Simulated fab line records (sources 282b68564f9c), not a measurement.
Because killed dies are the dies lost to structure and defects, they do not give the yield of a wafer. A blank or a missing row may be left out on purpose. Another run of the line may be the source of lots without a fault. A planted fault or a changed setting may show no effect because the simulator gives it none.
fab line records	flow ritCmos
record: lots: 7	wafers: 21	lastDay: 7
route steps=202 shown CONTACT@176 M1@184
lots that met no fault: from a run of the same line without faults
startH: the number of hours between the record's first day and the start of the first shown wafer of the lot	waitH: hours since the lot's step before	" identical to the entry in the row above	L1.1+2: a row that stands for several wafers	- either no value or no given start	* or withheld: withheld	< > ~ a bound
route shown NAME@n: NAME is a module with steps in the file, n the number in the route of the first one	usual: average and standard deviation across the fault-free wafers	same: alike in all rows	chamber/n: place in a boat	sites: the reading at each site	_std_site: standard deviation of those values	_edge_site: the outer-site mean with the inner-site mean subtracted	radiusMm: for every site, how far away it sits from the centre of the wafer	mask NAME#n: copy n	behind: the last tool/chamber to shape the wafer	hold: reason for holding the lot/hours on hold/outcome of the hold	device: the n, p or np transistor that did not switch	end of line: tests run on the same wafers once the route is complete	a step with no rows: only its recipe	killed: count of dies lost to structure and defects at first sort (not the wafer's yield)	map: the dies of a wafer, with x for killed, . for not killed, _ for no die there
set.NAME: setting as actually run; set.NAME@STEP: the setting as run at that earlier step	model.NAME: the simulator's own value behind a step, which no gauge read
lots at selected steps of the route; one table per step, one row per wafer
services: a tool's chamber out of use, with start hour (startH, from the record's first day; less than 0 if before it), hours out, and reason
== steps ==
step: RIT_CONTACT_CD_MEAS_08
recipe: targetCdNm: 1000
usual: cdNm: 1000.9/2.2
lot.wafer	tool	chamber	startH	waitH	cdNm
L344.1	cdSem-02	-	75.19	-	1001.5
L344.4	"	-	"	"	999.0
L344.6	"	-	"	"	1001.3
L353.2	cdSem-02	-	116.41	-	999.4
L353.3	"	-	"	"	1001.5
L353.4	"	-	"	"	997.5
L358.2	cdSem-01	-	139.55	-	1001.8
L358.5	"	-	"	"	1001.8
L358.6	"	-	"	"	1001.5
L359.3	cdSem-02	-	142.35	-	995.5
L359.5	"	-	"	"	999.4
L359.6	"	-	"	"	997.9
L360.1	cdSem-01	-	147.89	-	997.1
L360.2	"	-	"	"	998.5
L360.5	"	-	"	"	996.3
L361.3	cdSem-02	-	151.96	-	1002.4
L361.4	"	-	"	"	1001.9
L361.6	"	-	"	"	1000.8
L362.2	cdSem-01	-	155.42	-	1004.9
L362.3	"	-	"	"	1004.1
L362.5	"	-	"	"	1006.0
step: RIT_CONTACT_OVL_MEAS_09
usual: CONTACT_OVL: 0.8/1.1
lot.wafer	tool	chamber	startH	waitH	CONTACT_OVL[nm]
L344.1	overlay-01	-	75.31	0.1	1.3
L344.4	"	-	"	"	0.8
L344.6	"	-	"	"	0.9
L353.2	overlay-01	-	116.52	0.1	1.1
L353.3	"	-	"	"	1.6
L353.4	"	-	"	"	1.8
L358.2	overlay-02	-	139.66	0.1	-0.3
L358.5	"	-	"	"	-0.5
L358.6	"	-	"	"	-0.8
L359.3	overlay-02	-	142.44	0.1	0.3
L359.5	"	-	"	"	1.0
L359.6	"	-	"	"	2.3
L360.1	overlay-02	-	148.01	0.1	1.0
L360.2	"	-	"	"	1.5
L360.5	"	-	"	"	1.6
L361.3	overlay-02	-	152.06	0.1	0.3
L361.4	"	-	"	"	0.5
L361.6	"	-	"	"	0.0
L362.2	overlay-01	-	155.53	0.1	0.6
L362.3	"	-	"	"	0.4
L362.5	"	-	"	"	-0.4
step: RIT_CONTACT_HARDBAKE_10
recipe: resist: NOVOLAK	tempC: 140	timeS: 60
step: RIT_CONTACT_ETCH_11
recipe: targetDepthA: 4800	overEtchFrac: 0.2	stopOn: TiSi2	chemistry: CHF3/CF4/Ar	target: SiO2	CHF3_flow_sccm: 50	cf4FlowSccm: 10	Ar_flow_sccm: 100	O2_flow_sccm: 5	pressureMtorr: 100	rfW: 200	timeS: 320
usual: drypumpMotorCurrentA: 5.5/0.31	oesProductAu: 0.992/0.021	throttleValvePct: 8.89/0.095
same: overEtchFrac: 0.2
lot.wafer	tool	chamber	startH	waitH	drypumpMotorCurrentA	oesProductAu	rfHoursCounterH	throttleValvePct
L344.1	rieDiel-03	2	75.50	0.1	6.0	1.007	126	8.75
L344.4	"	1	"	"	5.5	0.970	84	8.72
L344.6	"	1	"	"	5.5	0.971	-	8.73
L353.2	rieDiel-03	0	116.85	0.1	5.8	1.024	1	8.91
L353.3	"	2	"	"	6.0	1.018	127	8.77
L353.4	"	2	"	"	6.0	1.016	-	8.78
L358.2	rieDiel-03	2	139.84	0.1	6.0	1.013	127	8.77
L358.5	"	3	"	"	5.9	0.968	-	9.02
L358.6	"	2	"	"	6.0	1.015	-	8.76
L359.3	rieDiel-01	0	142.62	0.1	5.1	1.006	1	8.84
L359.5	"	3	"	"	5.4	1.009	-	9.05
L359.6	"	0	"	"	5.2	1.011	-	8.84
L360.1	rieDiel-04	1	148.20	0.1	5.9	0.971	2	8.97
L360.2	"	2	"	"	5.4	0.970	20	8.94
L360.5	"	0	"	"	5.2	1.021	-	8.80
L361.3	rieDiel-04	1	152.26	0.1	5.9	0.969	2	8.94
L361.4	"	0	"	"	5.2	1.011	8	8.82
L361.6	"	1	"	"	5.9	0.963	-	8.94
L362.2	rieDiel-01	1	155.71	0.1	5.5	0.977	120	8.94
L362.3	"	2	"	"	5.4	0.994	124	8.84
L362.5	"	2	"	"	5.4	0.994	-	8.84
step: RIT_CONTACT_STRIP_12
recipe: chemistry: O2	timeS: 180	resist: NOVOLAK	platenTempC: withheld	powerW: 500	pressureMtorr: 4000	o2FlowSccm: 4000
usual: drypumpMotorCurrentA: 5.9/0.42
lot.wafer	tool	chamber	startH	waitH	drypumpMotorCurrentA	rfHoursCounterH
L344.1	plasmaAsher-01	0	75.69	0.1	6.2	29
L344.4	"	0	"	"	6.2	-
L344.6	"	0	"	"	6.2	-
L353.2	plasmaAsher-01	1	117.05	0.1	5.2	34
L353.3	"	1	"	"	5.2	-
L353.4	"	0	"	"	6.2	-
L358.2	plasmaAsher-03	1	140.03	0.1	6.3	52
L358.5	"	0	"	"	6.1	-
L358.6	"	1	"	"	6.3	-
L359.3	plasmaAsher-03	0	142.87	0.2	6.0	-
L359.5	"	0	"	"	6.1	-
L359.6	"	1	"	"	6.3	-
L360.1	plasmaAsher-03	0	148.40	0.1	6.1	53
L360.2	"	1	"	"	6.3	53
L360.5	"	0	"	"	6.1	-
L361.3	plasmaAsher-01	1	152.51	0.2	5.2	-
L361.4	"	0	"	"	6.2	-
L361.6	"	1	"	"	5.2	-
L362.2	plasmaAsher-01	0	155.90	0.1	6.2	38
L362.3	"	1	"	"	5.2	-
L362.5	"	0	"	"	6.2	-
step: RIT_CONTACT_CD_MEAS_90
recipe: targetCdNm: 1000
usual: cdNm: 1001.0/2.3
lot.wafer	tool	chamber	startH	waitH	cdNm
L344.1	cdSem-02	-	75.87	0.1	1001.6
L344.4	"	-	"	"	999.9
L344.6	"	-	"	"	1002.5
L353.2	cdSem-01	-	117.24	0.1	999.6
L353.3	"	-	"	"	1001.8
L353.4	"	-	"	"	998.2
L358.2	cdSem-01	-	140.23	0.1	1001.8
L358.5	"	-	"	"	1002.1
L358.6	"	-	"	"	1001.7
L359.3	cdSem-01	-	143.02	0.1	995.3
L359.5	"	-	"	"	999.7
L359.6	"	-	"	"	997.5
L360.1	cdSem-02	-	148.57	0.1	997.2
L360.2	"	-	"	"	997.5
L360.5	"	-	"	"	995.7
L361.3	cdSem-02	-	152.67	0.1	1001.9
L361.4	"	-	"	"	1001.2
L361.6	"	-	"	"	1000.6
L362.2	cdSem-01	-	156.10	0.1	1005.0
L362.3	"	-	"	"	1004.4
L362.5	"	-	"	"	1006.8
step: RIT_CONTACT_CLEAN_13
recipe: chemistry: SC1	mix: 3:3:50	timeS: 600	tempC: 74.5
step: RIT_CONTACT_CLEAN_14
recipe: chemistry: SC2	mix: 3:3:50	timeS: 600	tempC: 75	dry: n2Spin
step: RIT_M1_SPUTTER_00
recipe: material: Al	targetThkNm: 400	powerW: 2000	chamberPressurePa: 0.4	gas: Ar	timeS: 500	substrateTempC: 25
usual: chamberPressurePa: 0.4000/0.00086	throttleValvePct: 30.1/1.2
lot.wafer	tool	chamber	startH	waitH	chamberPressurePa	throttleValvePct
L344.1	pvdSputter-04	-	76.40	0.0	0.3991	28.0
L344.4	"	-	"	"	0.4007	30.3
L344.6	"	-	"	"	0.4009	31.3
L353.2	pvdSputter-04	-	117.73	0.0	0.4023	31.4
L353.3	"	-	"	"	0.3988	30.3
L353.4	"	-	"	"	0.4001	28.1
L358.2	pvdSputter-02	-	140.69	0.0	0.3992	27.2
L358.5	"	-	"	"	0.4006	30.5
L358.6	"	-	"	"	0.4012	31.8
L359.3	pvdSputter-04	-	143.49	0.0	0.4018	30.3
L359.5	"	-	"	"	0.4009	30.6
L359.6	"	-	"	"	0.3989	30.2
L360.1	pvdSputter-01	-	149.07	0.0	0.4003	30.7
L360.2	"	-	"	"	0.4009	29.5
L360.5	"	-	"	"	0.4000	30.4
L361.3	pvdSputter-04	-	153.24	0.0	0.4004	30.5
L361.4	"	-	"	"	0.3999	31.4
L361.6	"	-	"	"	0.4007	30.6
L362.2	pvdSputter-01	-	156.55	0.0	0.4002	29.8
L362.3	"	-	"	"	0.3999	30.7
L362.5	"	-	"	"	0.3996	29.3
step: RIT_M1_RS_MEAS_01
recipe: thkMeasGauge: four-point-probe	reads: Al_of_M1_SPUTTER_00
usual: M1_AL_RS: 0.0740/0.00078
lot.wafer	tool	chamber	startH	waitH	M1_AL_RS[ohm/sq]
L344.1	filmMetro-03	-	76.70	0.1	0.0749
L344.4	"	-	"	"	0.0742
L344.6	"	-	"	"	0.0729
L353.2	filmMetro-03	-	118.04	0.2	0.0735
L353.3	"	-	"	"	0.0740
L353.4	"	-	"	"	0.0756
L358.2	filmMetro-04	-	141.01	0.2	0.0738
L358.5	"	-	"	"	0.0737
L358.6	"	-	"	"	0.0737
L359.3	filmMetro-04	-	143.82	0.2	0.0750
L359.5	"	-	"	"	0.0742
L359.6	"	-	"	"	0.0741
L360.1	filmMetro-03	-	149.37	0.1	0.0737
L360.2	"	-	"	"	0.0729
L360.5	"	-	"	"	0.0731
L361.3	filmMetro-03	-	153.57	0.2	0.0748
L361.4	"	-	"	"	0.0745
L361.6	"	-	"	"	0.0753
L362.2	filmMetro-02	-	156.86	0.2	0.0743
L362.3	"	-	"	"	0.0753
L362.5	"	-	"	"	0.0744
step: RIT_M1_THK_MEAS_02
recipe: thkMeasGauge: xrf	reads: Al_of_M1_SPUTTER_00
usual: M1_AL_THK: 398/4.3
lot.wafer	tool	chamber	startH	waitH	M1_AL_THK[nm]
L344.1	filmMetro-03	-	76.82	0.1	394
L344.4	"	-	"	"	401
L344.6	"	-	"	"	406
L353.2	filmMetro-03	-	118.15	0.1	400
L353.3	"	-	"	"	394
L353.4	"	-	"	"	388
L358.2	filmMetro-04	-	141.12	0.1	405
L358.5	"	-	"	"	401
L358.6	"	-	"	"	403
L359.3	filmMetro-04	-	143.92	0.1	393
L359.5	"	-	"	"	396
L359.6	"	-	"	"	398
L360.1	filmMetro-03	-	149.49	0.1	402
L360.2	"	-	"	"	405
L360.5	"	-	"	"	403
L361.3	filmMetro-03	-	153.67	0.1	393
L361.4	"	-	"	"	395
L361.6	"	-	"	"	391
L362.2	filmMetro-02	-	156.97	0.1	396
L362.3	"	-	"	"	388
L362.5	"	-	"	"	392
step: RIT_M1_HMDS_03
recipe: primeTimeS: 60	primeTempC: 140
step: RIT_M1_COAT_04
recipe: resist: NOVOLAK	spinRpm: 2000	resistThkNm: 1300
usual: spinSpeedRpm: 1999.7/1.4
lot.wafer	tool	chamber	startH	waitH	spinSpeedRpm	model.NOVOLAK_of_M1_COAT_04.thkNm
L344.1	lithoTrack-01	0	77.03	0.1	2000.6	1298
L344.4	"	0	"	"	1998.7	1300
L344.6	"	0	"	"	1998.9	1300
L353.2	lithoTrack-03	0	118.49	0.1	2002.0	1296
L353.3	"	0	"	"	1998.3	1300
L353.4	"	0	"	"	1998.8	1297
L358.2	lithoTrack-01	0	141.34	0.1	1923.9	1323
L358.5	"	0	"	"	1921.4	1323
L358.6	"	0	"	"	1923.6	1321
L359.3	lithoTrack-01	0	144.16	0.1	1922.2	1325
L359.5	"	0	"	"	1922.9	1322
L359.6	"	0	"	"	1920.6	1327
L360.1	lithoTrack-01	0	149.70	0.1	1922.3	1324
L360.2	"	0	"	"	1921.1	1324
L360.5	"	0	"	"	1920.5	1326
L361.3	lithoTrack-04	0	153.91	0.1	1999.0	1291
L361.4	"	0	"	"	1999.3	1292
L361.6	"	0	"	"	1998.0	1293
L362.2	lithoTrack-03	0	157.20	0.1	2000.1	1302
L362.3	"	0	"	"	2000.8	1301
L362.5	"	0	"	"	2000.6	1302
step: RIT_M1_SOFTBAKE_05
recipe: resist: NOVOLAK	tempC: 90	timeS: 60
step: RIT_M1_EXPOSE_06
recipe: maskId: M12	na: 0.6	sourceShape: conventional	sigmaOuter: 0.5	targetCdNm: 2600	doseMj: 250
step: RIT_M1_PEB_07
recipe: resist: NOVOLAK	tempC: withheld	timeS: withheld
step: RIT_M1_DEVELOP_08
recipe: resist: NOVOLAK	developTimeS: 68	devTempC: 23
step: RIT_M1_CD_MEAS_09
recipe: targetCdNm: 2600
usual: cdNm: 2600.3/2.9
lot.wafer	tool	chamber	startH	waitH	cdNm
L344.1	cdSem-02	-	77.76	-	2600.1
L344.4	"	-	"	"	2599.5
L344.6	"	-	"	"	2597.2
L353.2	cdSem-02	-	119.25	-	2598.5
L353.3	"	-	"	"	2596.4
L353.4	"	-	"	"	2599.8
L358.2	cdSem-01	-	142.19	-	2604.6
L358.5	"	-	"	"	2603.7
L358.6	"	-	"	"	2602.9
L359.3	cdSem-01	-	144.88	-	2606.9
L359.5	"	-	"	"	2606.4
L359.6	"	-	"	"	2608.5
L360.1	cdSem-01	-	150.43	-	2600.5
L360.2	"	-	"	"	2600.3
L360.5	"	-	"	"	2599.9
L361.3	cdSem-01	-	154.76	-	2598.5
L361.4	"	-	"	"	2600.2
L361.6	"	-	"	"	2599.0
L362.2	cdSem-01	-	157.92	-	2600.8
L362.3	"	-	"	"	2599.5
L362.5	"	-	"	"	2601.0
step: RIT_M1_OVL_MEAS_10
usual: M1_OVL: 0.5/1.7
lot.wafer	tool	chamber	startH	waitH	M1_OVL[nm]
L344.1	overlay-01	-	77.88	0.1	-1.3
L344.4	"	-	"	"	-0.4
L344.6	"	-	"	"	0.6
L353.2	overlay-01	-	119.36	0.1	1.0
L353.3	"	-	"	"	-1.2
L353.4	"	-	"	"	-0.1
L358.2	overlay-01	-	142.30	0.1	0.5
L358.5	"	-	"	"	3.2
L358.6	"	-	"	"	2.3
L359.3	overlay-01	-	144.97	0.1	0.3
L359.5	"	-	"	"	1.6
L359.6	"	-	"	"	1.2
L360.1	overlay-02	-	150.55	0.1	0.2
L360.2	"	-	"	"	-0.3
L360.5	"	-	"	"	0.7
L361.3	overlay-02	-	154.85	0.1	-1.4
L361.4	"	-	"	"	-1.7
L361.6	"	-	"	"	-2.2
L362.2	overlay-01	-	158.03	0.1	-0.9
L362.3	"	-	"	"	-1.1
L362.5	"	-	"	"	-1.0
step: RIT_M1_HARDBAKE_11
recipe: resist: NOVOLAK	tempC: 140	timeS: 120
lot.wafer	tool	chamber	startH	waitH	model.NOVOLAK_of_M1_COAT_04.thkNm
L344.1	lithoTrack-01	0	77.91	0.0	1135
L344.4	"	0	"	"	1136
L344.6	"	0	"	"	1137
L353.2	lithoTrack-04	0	119.43	0.1	1134
L353.3	"	0	"	"	1137
L353.4	"	0	"	"	1135
L358.2+5	lithoTrack-04	0	142.62	0.3	1157
L358.6	"	0	"	"	1155
L359.3	lithoTrack-03	0	145.08	0.1	1159
L359.5	"	0	"	"	1156
L359.6	"	0	"	"	1160
L360.1	lithoTrack-01	0	150.58	0.0	1157
L360.2	"	0	"	"	1158
L360.5	"	0	"	"	1159
L361.3	lithoTrack-04	0	154.96	0.1	1129
L361.4	"	0	"	"	1130
L361.6	"	0	"	"	1131
L362.2+5	lithoTrack-04	0	158.21	0.2	1139
L362.3	"	0	"	"	1138
step: RIT_M1_METAL_ETCH_12
recipe: stopOn: SiO2	chemistry: Cl2/BCl3	target: Al	timeS: 165	overEtchFrac: 0.5	pressureMtorr: 100	targetDepthA: 6000	rfW: 246	Cl2_flow_sccm: 60	bcl3FlowSccm: 50
usual: drypumpMotorCurrentA: 5.8/0.48	mfcCl2Sccm: 59.99/0.16	oesProductAu: 0.784/0.014	throttleValvePct: 8.32/0.12
same: overEtchFrac: 0.5
lot.wafer	tool	chamber	startH	waitH	drypumpMotorCurrentA	mfcCl2Sccm	oesProductAu	rfHoursCounterH	throttleValvePct
L344.1	rieMetal-01	0	78.16	0.2	5.6	59.80	0.759	4	8.21
L344.4	"	0	"	"	5.6	59.97	0.768	-	8.22
L344.6	"	1	"	"	6.3	60.13	0.804	-	8.30
L353.2	rieMetal-01	0	119.64	0.2	5.6	59.84	0.781	4	8.21
L353.3	"	0	"	"	5.6	60.13	0.765	-	8.20
L353.4	"	1	"	"	6.3	59.90	0.791	-	8.32
L358.2	rieMetal-01	1	142.82	0.2	6.3	59.94	0.795	6	8.33
L358.5	"	0	"	"	5.6	60.06	0.764	-	8.19
L358.6	"	1	"	"	6.3	60.15	0.800	-	8.32
L359.3	rieMetal-04	0	145.30	0.2	6.2	60.08	0.774	-	8.37
L359.5	"	0	"	"	6.1	59.69	0.766	-	8.38
L359.6	"	1	"	"	5.1	60.06	0.788	-	8.15
L360.1	rieMetal-01	1	150.83	0.2	6.3	60.23	0.804	6	8.31
L360.2	"	0	"	"	5.7	60.24	0.771	5	8.20
L360.5	"	1	"	"	6.3	59.88	0.802	-	8.31
L361.3	rieMetal-04	1	155.18	0.2	5.1	60.07	0.792	-	8.16
L361.4	"	0	"	"	6.1	59.84	0.776	-	8.37
L361.6	"	1	"	"	5.2	59.88	0.795	-	8.17
L362.2	rieMetal-03	1	158.42	0.2	6.4	59.94	0.758	0	8.53
L362.3	"	0	"	"	5.3	59.96	0.787	-	8.39
L362.5	"	1	"	"	6.4	59.92	0.754	-	8.54
step: RIT_M1_PROBE_99
usual: defectLimitedYield: 97.4/1.2	killed_at_M0_to_M3: 0.0/0.16	killedAtFrontEnd: 7/3.2	killedDies: 7/3.2	killedOpen: 3.4/2	killedShort: 3.5/2.2	sort_bin_3_pad_short: 0.1/0.21	sort_bin_5_function: 1.6/0.79	sort_bin_6_memory: 0.9/0.72	sortNPass: 257/3.2	sortYieldPct: 97.4/1.2
same: grossDies: 264	killed_at_M4_up: 0	killedAtBackSide: 0	killedAtContacts: 0	killedAtOther: 0
lot.wafer	tool	chamber	startH	waitH	defectLimitedYield[%]	killed_at_M0_to_M3	killedAtFrontEnd	killedDies	killedOpen	killedShort	sort_bin_3_pad_short[%]	sort_bin_5_function[%]	sort_bin_6_memory[%]	sortNPass	sortYieldPct[%]
L344.1	prober-02	-	80.42	0.1	95.1	0	13	13	8	5	0	2.7	2.3	251	95.1
L344.4	prober-02	-	80.57	0.2	97.3	0	7	7	5	2	0	1.5	1.1	257	97.3
L344.6	prober-02	-	80.67	0.2	98.5	0	4	4	3	1	0	0.8	0.8	260	98.5
L353.2	prober-01	-	121.94	0.1	95.1	0	13	13	3	10	0.4	2.3	2.3	251	95.1
L353.3	prober-01	-	121.99	0.2	96.2	0	10	10	3	7	0.4	1.9	1.5	254	96.2
L353.4	prober-01	-	122.04	0.2	97.7	0	6	6	2	4	0	1.1	1.1	258	97.7
L358.2	prober-02	-	145.13	0.1	97.7	1	5	6	2	4	0.8	1.1	0.4	258	97.7
L358.5	prober-02	-	145.28	0.2	96.6	0	9	9	3	6	0.8	0.8	1.9	255	96.6
L358.6	prober-02	-	145.33	0.2	96.6	0	9	9	4	5	0.4	2.7	0.4	255	96.6
L359.3	prober-01	-	147.60	0.2	95.5	0	12	12	4	8	0.4	1.1	3.0	252	95.5
L359.5	prober-01	-	147.70	0.2	95.1	0	13	13	9	4	0	1.9	3.0	251	95.1
L359.6	prober-01	-	147.75	0.2	95.1	0	13	13	10	3	0.4	1.9	2.7	251	95.1
L360.1	prober-02	-	153.09	0.1	98.5	0	4	4	2	2	0	1.1	0.4	260	98.5
L360.2	prober-02	-	153.14	0.1	99.6	0	1	1	0	1	0	0.4	0	263	99.6
L360.5	prober-02	-	153.29	0.2	97.7	0	6	6	1	5	0	0.8	1.5	258	97.7
L361.3	prober-01	-	157.54	0.2	97.7	0	6	6	5	1	0	1.5	0.8	258	97.7
L361.4	prober-01	-	157.59	0.2	97.7	0	6	6	6	0	0	1.9	0.4	258	97.7
L361.6	prober-01	-	157.69	0.2	98.5	0	4	4	2	2	0	0.8	0.8	260	98.5
L362.2	prober-02	-	160.72	0.1	97.0	0	8	8	3	5	0.4	1.5	1.1	256	97.0
L362.3	prober-02	-	160.77	0.2	97.3	0	7	7	3	4	0.4	1.9	0.4	257	97.3
L362.5	prober-02	-	160.87	0.2	97.3	0	7	7	4	3	0	1.5	1.1	257	97.3
killed by level:class
L344.1 GATE:geometricParticle:open=4 SPACER:geometricParticle:open=3 GATE:geometricParticle:short=2 SPACER:geometricParticle:short=2 ACTIVE:geometricParticle:short=1 SILICIDE:geometricParticle:open=1
L344.4 GATE:geometricParticle:open=3 GATE:geometricParticle:short=2 REOX:geometricParticle:open=1 SPACER:geometricParticle:open=1
L344.6 FOX1:geometricParticle:open=2 GATE:geometricParticle:short=1 SPACER:geometricParticle:open=1
L353.2 FOX1:geometricParticle:short=3 GATE:geometricParticle:short=3 GATE:geometricParticle:open=2 REOX:geometricParticle:short=2 SPACER:geometricParticle:short=2 FOX1:geometricParticle:open=1
L353.3 GATE:geometricParticle:short=3 SPACER:geometricParticle:short=2 FOX1:geometricParticle:short=1 FOX1:geometricParticle:open=1 GATE:geometricParticle:open=1 SPACER:geometricParticle:open=1 SILICIDE:geometricParticle:short=1
L353.4 GATE:geometricParticle:short=2 FOX1:geometricParticle:short=1 FOX1:geometricParticle:open=1 FOX2:geometricParticle:open=1 SILICIDE:geometricParticle:short=1
L358.2 FOX1:geometricParticle:short=2 FOX2:geometricParticle:open=1 GATE:geometricParticle:short=1 SILICIDE:geometricParticle:open=1 M1:geometricParticle:short=1
L358.5 FOX1:geometricParticle:short=3 FOX1:geometricParticle:open=2 SILICIDE:geometricParticle:short=2 GATE:geometricParticle:open=1 REOX:geometricParticle:short=1
L358.6 FOX1:geometricParticle:short=2 GATE:geometricParticle:open=2 FOX2:geometricParticle:open=1 GATE:geometricParticle:short=1 REOX:geometricParticle:short=1 SPACER:geometricParticle:open=1 SILICIDE:geometricParticle:short=1
L359.3 GATE:geometricParticle:short=3 FOX1:geometricParticle:short=2 GATE:geometricParticle:open=2 FOX2:geometricParticle:short=1 FOX2:geometricParticle:open=1 REOX:geometricParticle:short=1 SPACER:geometricParticle:open=1 SILICIDE:geometricParticle:short=1
L359.5 FOX2:geometricParticle:open=3 SILICIDE:geometricParticle:open=3 SILICIDE:geometricParticle:short=2 FOX1:geometricParticle:open=1 FOX2:geometricParticle:short=1 GATE:geometricParticle:short=1 GATE:geometricParticle:open=1 REOX:geometricParticle:open=1
L359.6 SILICIDE:geometricParticle:open=4 FOX1:geometricParticle:open=2 GATE:geometricParticle:open=2 REOX:geometricParticle:short=2 GATE:geometricParticle:short=1 REOX:geometricParticle:open=1 SPACER:geometricParticle:open=1
L360.1 FOX1:geometricParticle:open=1 GATE:geometricParticle:open=1 GATE:geometricParticle:short=1 REOX:geometricParticle:short=1
L360.2 SPACER:geometricParticle:short=1
L360.5 GATE:geometricParticle:short=3 FOX2:geometricParticle:short=1 GATE:geometricParticle:open=1 REOX:geometricParticle:short=1
L361.3 SILICIDE:geometricParticle:open=3 FOX1:geometricParticle:short=1 GATE:geometricParticle:open=1 REOX:geometricParticle:open=1
L361.4 FOX1:geometricParticle:open=2 GATE:geometricParticle:open=2 FOX2:geometricParticle:open=1 SPACER:geometricParticle:open=1
L361.6 FOX1:geometricParticle:short=1 FOX2:geometricParticle:open=1 GATE:geometricParticle:short=1 REOX:geometricParticle:open=1
L362.2 FOX2:geometricParticle:short=2 FOX2:geometricParticle:open=2 SPACER:geometricParticle:short=2 REOX:geometricParticle:short=1 SPACER:geometricParticle:open=1
L362.3 SPACER:geometricParticle:short=2 FOX1:geometricParticle:open=1 FOX2:geometricParticle:short=1 GATE:geometricParticle:short=1 GATE:geometricParticle:open=1 REOX:geometricParticle:open=1
L362.5 FOX2:geometricParticle:open=2 FOX1:geometricParticle:short=1 GATE:geometricParticle:short=1 REOX:geometricParticle:open=1 SPACER:geometricParticle:short=1 SPACER:geometricParticle:open=1
== services ==
tool	chamber	startH	hours	kind
pvdSputter-02	-	55.32	1.1	repair
rieDiel-01	1	57.88	3.0	repair
pvdSputter-01	-	72.13	2.8	repair
pvdSputter-04	-	72.92	2.5	repair
rieDiel-01	-	73.33	0.3	repair
rieDiel-01	0	73.67	9.9	repair
pvdSputter-02	-	74.57	2.5	repair
rieDiel-04	3	77.15	7.1	repair
rieDiel-04	3	91.80	-	clean
rieDiel-04	3	91.80	19.7	scheduledDown
rieDiel-04	3	91.80	19.7	ventCycle
rieDiel-01	0	93.09	1.9	repair
rieDiel-01	0	94.99	-	clean
rieDiel-01	0	94.99	19.9	scheduledDown
rieDiel-01	0	94.99	19.9	ventCycle
rieDiel-03	3	97.72	26.2	repair
rieDiel-01	-	110.66	0.4	repair
plasmaAsher-01	-	114.96	0.6	repair
plasmaAsher-03	-	121.60	2.2	repair
rieDiel-03	-	134.61	2.8	pm
rieMetal-03	-	136.12	20.0	pm
rieMetal-03	0	136.12	20.0	ventCycle
rieDiel-01	1	137.16	9.8	repair
rieDiel-01	0	144.17	3.2	repair
== key ==
firstSign: step: RIT_M1_COAT_04	reading: spinSpeedRpm	direction: down	sigmas: 54	usual: 1999.7	struck: 1922.0
effect none on later readings
modelEffect: step: RIT_M1_COAT_04	value: NOVOLAK_of_M1_COAT_04.thkNm	without: 1298	struck: 1324
modelEffect: step: RIT_M1_HARDBAKE_11	value: NOVOLAK_of_M1_COAT_04.thkNm	without: 1135	struck: 1157
metAt RIT_M1_COAT_04
struckWafers L358.2,L358.5,L358.6,L359.3,L359.5,L359.6,L360.1,L360.2,L360.5
onsetBetween 77.03 141.34
fault: kind: processParameterDrift	tool: lithoTrack-01	chamber: -	onsetH: 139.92	steps: RIT_M1_COAT_04	channel: spinRpm	offset: -77.453	shape: step	endH: 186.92	actsIn: theseRecipesOnly	stated: 2000
